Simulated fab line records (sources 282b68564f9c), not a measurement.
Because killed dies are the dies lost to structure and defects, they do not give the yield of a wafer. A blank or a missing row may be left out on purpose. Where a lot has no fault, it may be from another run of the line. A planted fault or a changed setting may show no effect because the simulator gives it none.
Comparing a struck lot with a sound one + flow rit cmos + 27 steps out of a route of 202
Sound: these wafers, L325.1, L325.2, L325.4. Struck: wafers L336.1, L336.3, L336.4. At the end, the cause is stated.
Per side, at each step with rows, come the tool, then ch with its chambers, and then its first start. Under that, the readings that differ: sound wafers + struck wafers + difference of the means + sigmas: that difference in standard deviations of wafers without a fault.
alike: readings with means less than 2 such deviations apart, plus words and numbers identical on both sides. not compared: withheld readings, readings lacking a value on some wafer, bounds such as >300 that could conceal the same value, and numbers that have no deviation in the record and whose values overlap.
Wherever a step has rows on one side only, a row that says differs or no value, or a row with sigmas, the two part there. Numbers that have no deviation but don't overlap get no sigmas and don't part them. A reading that every wafer of one side lacks parts them only if that side has two wafers or more.

first, 4 steps without rows for these wafers: RIT_CONTACT_SOFTBAKE_04 (time 60 s); RIT_CONTACT_EXPOSE_05 (exposes mask M11, target cd 1000 nm); RIT_CONTACT_PEB_06; RIT_CONTACT_DEVELOP_07 (develop time 120 s).
RIT_CONTACT_CD_MEAS_08: the cd target is 1000 nm.
  sound: cd sem-01 at day 4 17:11; struck: cd sem-01 at day 6 19:25
  alike: cd nm
RIT_CONTACT_OVL_MEAS_09:
  sound: overlay-01 at day 4 17:18; struck: overlay-01 at day 6 19:32
  alike: CONTACT_OVL
then, 1 step without rows for these wafers: RIT_CONTACT_HARDBAKE_10 (time 60 s).
RIT_CONTACT_ETCH_11: etches SiO2 in CHF3/CF4/Ar, stops on TiSi2, target depth 480 nm, time 320 s.
  sound on rie diel-03 ch 0,1,3, day 4 17:29; struck on rie diel-03 ch 0,1,3, day 6 19:43
  alike: drypump motor current A, mfc ar sccm, oes product au, rf fwd power W, throttle valve pct
  not compared: rf hours counter h
RIT_CONTACT_STRIP_12: strips in O2, time 180 s.
  sound on plasma asher-03 ch 0,1, day 4 17:41; struck on plasma asher-02 ch 0,1, day 6 19:55
  alike: drypump motor current A
  not compared: rf hours counter h
RIT_CONTACT_CD_MEAS_90: the cd target is 1000 nm.
  sound: cd sem-02 at day 4 17:51; struck: cd sem-02 at day 6 20:05
  alike: cd nm
then, 2 steps without rows for these wafers: RIT_CONTACT_CLEAN_13 (cleans in SC1, time 600 s); RIT_CONTACT_CLEAN_14 (cleans in SC2, time 600 s).
RIT_M1_SPUTTER_00: material Al, target thk 400 nm, time 500 s.
  sound: pvd sputter-04 at day 4 18:20; struck: pvd sputter-02 at day 6 20:33
| reading                               | sound           | struck            | difference | sigmas |
|---------------------------------------|-----------------|-------------------|------------|--------|
| model.Al_of_M1_SPUTTER_00.thk nm (nm) | 400.5 406.6 400 | 355.4 352.1 352.5 | -49.0      |        |
  alike: chamber pressure pa, throttle valve pct
RIT_M1_RS_MEAS_01: the measuring method here is four-point-probe.
  sound: film metro-01 at day 4 18:38; struck: film metro-02 at day 6 20:51
| reading           | sound                | struck               | difference | sigmas |
|-------------------|----------------------|----------------------|------------|--------|
| M1_AL_RS (ohm/sq) | 0.0732 0.0721 0.0735 | 0.0830 0.0838 0.0838 | +0.0106    | +13    |
RIT_M1_THK_MEAS_02: measures by xrf.
  sound: film metro-01 at day 4 18:45; struck: film metro-02 at day 6 20:58
| reading        | sound       | struck      | difference | sigmas |
|----------------|-------------|-------------|------------|--------|
| M1_AL_THK (nm) | 402 407 400 | 356 351 352 | -50        | -11    |
then, 6 steps without rows for these wafers: RIT_M1_HMDS_03 (prime time 60 s); RIT_M1_COAT_04 (resist thk 1300 nm); RIT_M1_SOFTBAKE_05 (time 60 s); RIT_M1_EXPOSE_06 (exposes mask M12, target cd 2600 nm); RIT_M1_PEB_07; RIT_M1_DEVELOP_08 (develop time 68 s).
RIT_M1_CD_MEAS_09: the cd target is 2600 nm.
  sound: cd sem-01 at day 4 19:41; struck: cd sem-01 at day 6 21:55
  alike: cd nm
RIT_M1_OVL_MEAS_10:
  sound: overlay-02 at day 4 19:49; struck: overlay-02 at day 6 22:02
  alike: M1_OVL
then, 1 step without rows for these wafers: RIT_M1_HARDBAKE_11 (time 120 s).
RIT_M1_METAL_ETCH_12: etches Al in Cl2/BCl3, stops on SiO2, time 165 s, target depth 600 nm.
  sound on rie metal-02 ch 0,1, day 4 20:06; struck on rie metal-01 ch 0,1, day 6 22:19
| reading               | sound             | struck            | difference | sigmas |
|-----------------------|-------------------|-------------------|------------|--------|
| oes product au (a.u.) | 0.778 0.784 0.779 | 0.723 0.719 0.727 | -0.057     | -6     |
  alike: bcl3 flow sccm, drypump motor current A, rf fwd power W, throttle valve pct
  not compared: rf hours counter h
then, 1 step without rows for these wafers: RIT_M1_STRIP_13 (strips in nmp, time 600 s).
RIT_M1_PROBE_99:
  sound: prober-01 at day 4 22:22; struck: prober-01 at day 7 00:34
| reading                  | sound                   | struck                  | difference | sigmas |
|--------------------------|-------------------------|-------------------------|------------|--------|
| model.etest.m1.rs ohm sq | 0.07239 0.07077 0.07215 | 0.08193 0.08222 0.08226 | +0.01037   |        |
  alike: defect limited yield, killed at front end, killed dies, killed open, killed short, sort_bin_3_pad_short, sort_bin_5_function, sort_bin_6_memory, sort n pass, sort yield pct

## WHERE THEY PART
Earliest at RIT_M1_RS_MEAS_01; latest, in this record, at RIT_M1_METAL_ETCH_12. Later steps at which nothing parts them and some readings are alike: RIT_M1_PROBE_99.

WHY: whatever the simulator had introduced
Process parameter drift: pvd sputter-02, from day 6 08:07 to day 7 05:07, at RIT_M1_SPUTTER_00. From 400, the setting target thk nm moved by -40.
